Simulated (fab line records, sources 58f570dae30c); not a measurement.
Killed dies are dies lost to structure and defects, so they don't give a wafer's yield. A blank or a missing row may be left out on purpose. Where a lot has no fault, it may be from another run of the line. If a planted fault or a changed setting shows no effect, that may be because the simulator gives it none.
Which tool did it? ; flow berkeley_cmos170 ; 7 lots, 21 wafers sampled, at 3 steps of a route of 331

## WHAT THE GAUGES READ, wafer by wafer
UCB170_SPACER_THK_MEAS_01.
lot;measured;on;SPACER_TEOS_THK (nm)
L756;day 6 12:52;film_metro-01;371 374 375
L758;day 7 00:55;film_metro-02;373 374 380
L757;day 7 03:16;film_metro-01;364 371 373
L761;day 7 20:52;film_metro-01;376 382 382
L770;day 9 06:15;film_metro-01;372 271 381
L775;day 10 08:13;film_metro-01;377 378 383
L777;day 10 19:25;film_metro-03;371 377 379

## TOOL THAT RAN EACH LOT (tool first, then ch and the chambers of the sampled wafers, then the start)
lot;UCB170_GATE_STRIP_16;UCB170_SPACER_CVD_00
L756;plasma_asher-01 ch 0,1, day 6 07:49;pecvd-04 ch 1,2, day 6 12:49
L758;plasma_asher-02 ch 0,1, day 6 19:41;pecvd-01 ch 0,1, day 7 00:52
L757;plasma_asher-02 ch 0,1, day 6 23:03;pecvd-01 ch 1, day 7 03:11
L761;plasma_asher-03 ch 0,1, day 7 16:25;pecvd-03 ch 0,1,2, day 7 20:48
L770;plasma_asher-01 ch 0,1, day 9 02:03;pecvd-03 ch 0,1, day 9 06:13
L775;plasma_asher-02 ch 0,1, day 10 04:16;pecvd-04 ch 0,1,2, day 10 08:10
L777;plasma_asher-03 ch 0,1, day 10 15:16;pecvd-04 ch 1,2, day 10 19:21
- UCB170_GATE_STRIP_16: strips in O2.
- UCB170_SPACER_CVD_00: deposits SiO2 from TEOS/O2, target thk 376 nm, time 47 s.

## THE ANSWER, worked out from the rows above alone
Rule: usual is defined by the lots themselves. Put in order of their means at a reading, lots are off if they are a third of the lots or fewer, leave a main group of 4 or more, and stand apart from it by a gap of 3 or more times the standard deviation of the main group's means; of several such gaps the widest counts. A main group is skipped when, at the precision printed for the reading in the tables above, its means are all equal. A lot without any number at a reading at which 4 lots or more have one is off too. Where the step has rows for the other lots, those lots are counted as sound.
Off: L770, at UCB170_SPACER_THK_MEAS_01 (SPACER_TEOS_THK). Main group: mean 376 nm, sd 3.6.
If a tool, at a process step before that reading, ran all the lots that are off and no sound lot after the first of them, it fits. Gauges at UCB170_SPACER_THK_MEAS_01: tried the same way as those tools. Can't be told from this: 2 tools fit, plasma_asher-01 at UCB170_GATE_STRIP_16, pecvd-03 at UCB170_SPACER_CVD_00.

## WHAT THE SIMULATOR PUT IN
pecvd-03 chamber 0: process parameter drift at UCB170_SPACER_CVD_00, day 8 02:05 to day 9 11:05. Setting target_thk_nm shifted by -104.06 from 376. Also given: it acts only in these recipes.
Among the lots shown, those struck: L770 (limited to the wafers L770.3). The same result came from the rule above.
